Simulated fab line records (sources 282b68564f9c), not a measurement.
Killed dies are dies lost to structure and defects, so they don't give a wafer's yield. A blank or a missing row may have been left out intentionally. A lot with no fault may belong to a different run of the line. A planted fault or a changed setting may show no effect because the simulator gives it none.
Which tool was responsible? | flow rit_cmos | 6 lots, 16 wafers sampled, at 1 step of a route of 202

## WHAT EACH GAUGE READ, for each wafer
RIT_NWELL_TW_MEAS_10.
lot  | measured    | on            | NWELL_TW
L386 | day 2 08:48 | film_metro-02 | 2108 2108 2113
L390 | day 3 06:07 | film_metro-03 | 2138 2128 2136
L394 | day 4 00:58 | film_metro-01 | 2119 2136 2127
L396 | day 4 12:02 | film_metro-03 | 2148 2128 2133
L399 | day 5 02:25 | film_metro-03 | 2120
L404 | day 6 02:56 | film_metro-03 | 2127 2140 2126

## WHICH TOOL RAN EACH LOT (tool, then ch and the chambers of the sampled wafers, then the start)
Record: no process step prior to these readings.

## THE ANSWER, worked out from the rows above alone
Rule: the usual values come from the lots themselves. Put in order of their means at a reading, lots are off if they are a third of the lots or fewer, leave a main group of 4 or more, and stand apart from it by a gap of 3 or more times the standard deviation of the main group's means; of several such gaps the widest counts. The tables above print the reading to a certain number of digits; a main group whose means all agree to those digits is not used. A lot without any number at a reading at which 4 lots or more have one is off too. All remaining lots with rows at the step are treated as sound.
No lot is off on any of the readings shown, so nothing can be concluded from this.

## WHAT THE SIMULATOR HAD PUT IN
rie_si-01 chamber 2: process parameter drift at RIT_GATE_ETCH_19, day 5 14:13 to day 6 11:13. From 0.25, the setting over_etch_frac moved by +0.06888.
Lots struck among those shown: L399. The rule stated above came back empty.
